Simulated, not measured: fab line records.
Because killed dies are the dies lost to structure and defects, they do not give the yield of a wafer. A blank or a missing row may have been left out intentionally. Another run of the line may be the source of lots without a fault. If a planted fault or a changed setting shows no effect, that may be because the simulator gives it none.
Lot-split experiment / flow berkeleyCmos170 / on a route of 331 steps: 5 lots, 23 wafers read

== THE SPLIT ==
At UCB170_NWELL_IMPLANT_14, the setting energyKev was moved away from the recipe's 150 on 10 of the 23 wafers read, by +3.3% to +5.9%. All remaining wafers had this setting at the recipe value.

The reading is taken at the split's own step.

== THE READING ==
implant.drpNm (the simulator's own value, which no gauge read), in nm, at UCB170_NWELL_IMPLANT_14. The file does not state a usual value for it.

wafer=L075.1; tool, chamber at the split=implanter-01, 0; energyKev as run=150; against the recipe=recipe; implant.drpNm, nm=62.72; against lot-mates on the recipe=-
wafer=L075.3; tool, chamber at the split=implanter-01, 0; energyKev as run=150; against the recipe=recipe; implant.drpNm, nm=62.72; against lot-mates on the recipe=-
wafer=L075.4; tool, chamber at the split=implanter-01, 0; energyKev as run=150; against the recipe=recipe; implant.drpNm, nm=62.72; against lot-mates on the recipe=-
wafer=L076.1; tool, chamber at the split=implanter-02, 0; energyKev as run=150; against the recipe=recipe; implant.drpNm, nm=62.72; against lot-mates on the recipe=-
wafer=L076.2; tool, chamber at the split=implanter-02, 0; energyKev as run=150; against the recipe=recipe; implant.drpNm, nm=62.72; against lot-mates on the recipe=-
wafer=L076.4; tool, chamber at the split=implanter-02, 0; energyKev as run=158.1; against the recipe=+5.4%; implant.drpNm, nm=65.24; against lot-mates on the recipe=+2.52
wafer=L076.5; tool, chamber at the split=implanter-02, 0; energyKev as run=158.1; against the recipe=+5.4%; implant.drpNm, nm=65.24; against lot-mates on the recipe=+2.52
wafer=L076.6; tool, chamber at the split=implanter-02, 0; energyKev as run=158.1; against the recipe=+5.4%; implant.drpNm, nm=65.24; against lot-mates on the recipe=+2.52
wafer=L079.1; tool, chamber at the split=implanter-01, 0; energyKev as run=150; against the recipe=recipe; implant.drpNm, nm=62.72; against lot-mates on the recipe=-
wafer=L079.2; tool, chamber at the split=implanter-01, 0; energyKev as run=150; against the recipe=recipe; implant.drpNm, nm=62.72; against lot-mates on the recipe=-
wafer=L079.5; tool, chamber at the split=implanter-01, 0; energyKev as run=150; against the recipe=recipe; implant.drpNm, nm=62.72; against lot-mates on the recipe=-
wafer=L079.4; tool, chamber at the split=implanter-01, 0; energyKev as run=156.4; against the recipe=+4.3%; implant.drpNm, nm=64.72; against lot-mates on the recipe=+2.00
wafer=L079.6; tool, chamber at the split=implanter-01, 0; energyKev as run=156.4; against the recipe=+4.3%; implant.drpNm, nm=64.72; against lot-mates on the recipe=+2.00
wafer=L083.1; tool, chamber at the split=implanter-04, 0; energyKev as run=158.9; against the recipe=+5.9%; implant.drpNm, nm=65.49; against lot-mates on the recipe=+2.77
wafer=L083.2; tool, chamber at the split=implanter-04, 0; energyKev as run=158.9; against the recipe=+5.9%; implant.drpNm, nm=65.49; against lot-mates on the recipe=+2.77
wafer=L083.5; tool, chamber at the split=implanter-04, 0; energyKev as run=158.9; against the recipe=+5.9%; implant.drpNm, nm=65.49; against lot-mates on the recipe=+2.77
wafer=L083.3; tool, chamber at the split=implanter-04, 0; energyKev as run=150; against the recipe=recipe; implant.drpNm, nm=62.72; against lot-mates on the recipe=-
wafer=L083.4; tool, chamber at the split=implanter-04, 0; energyKev as run=150; against the recipe=recipe; implant.drpNm, nm=62.72; against lot-mates on the recipe=-
wafer=L084.2; tool, chamber at the split=implanter-01, 0; energyKev as run=150; against the recipe=recipe; implant.drpNm, nm=62.72; against lot-mates on the recipe=-
wafer=L084.3; tool, chamber at the split=implanter-01, 0; energyKev as run=150; against the recipe=recipe; implant.drpNm, nm=62.72; against lot-mates on the recipe=-
wafer=L084.4; tool, chamber at the split=implanter-01, 0; energyKev as run=150; against the recipe=recipe; implant.drpNm, nm=62.72; against lot-mates on the recipe=-
wafer=L084.5; tool, chamber at the split=implanter-01, 0; energyKev as run=154.9; against the recipe=+3.3%; implant.drpNm, nm=64.26; against lot-mates on the recipe=+1.54
wafer=L084.6; tool, chamber at the split=implanter-01, 0; energyKev as run=154.9; against the recipe=+3.3%; implant.drpNm, nm=64.26; against lot-mates on the recipe=+1.54

THE FIT
A straight line over all 23 wafers: implant.drpNm changes by +0.467 nm for each +1% of energyKev; r = +1.00; the points scatter about the line by 0.0048 nm.
The same after taking each lot's own level away (the mean of its wafers on the recipe; 23 wafers): +0.467 nm for each +1%; r = +1.00; scatter 0.0048 nm.
Per that fit: largest energyKev move, reading shift of 2.8 nm.
The lots' own levels span 62.720 to 62.720 nm.
Consequently the slope shifts little with the lot-to-lot level, the two slopes agreeing.
Check: with one of the wafers moved furthest among these (+5.9%) left out of the fit, the line predicts +2.77 nm for it against its lot-mates. It came out at +2.77 nm against them.

== OTHER SPLITS ON THESE WAFERS ==
Before the reading, these wafers also passed through other splits. Each is held against what the fit with the lots' levels taken away leaves over:
other split on the same wafers=UCB170_START_OXIDATION_02 oxTimeS; wafers away from the commonest value=15; r with implant.drpNm (lot level and that fit taken away)=-0.60

== THE WHOLE CHAIN: every reading that the file lists as answering this split, in the file's order ==
step=UCB170_NWELL_IMPLANT_14; what it does=; reading=implant.rpNm (the simulator's own value, which no gauge read); change (the file's fit)=+1.96 nm for each +1% of the setting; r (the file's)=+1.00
step=UCB170_NWELL_IMPLANT_14; what it does=; reading=implant.drpNm (the simulator's own value, which no gauge read); change (the file's fit)=+0.467 nm for each +1% of the setting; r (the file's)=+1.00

== FILE'S OWN FIT ==
implant.drpNm changes by +0.467 nm for each +1% of energyKev, r = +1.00.
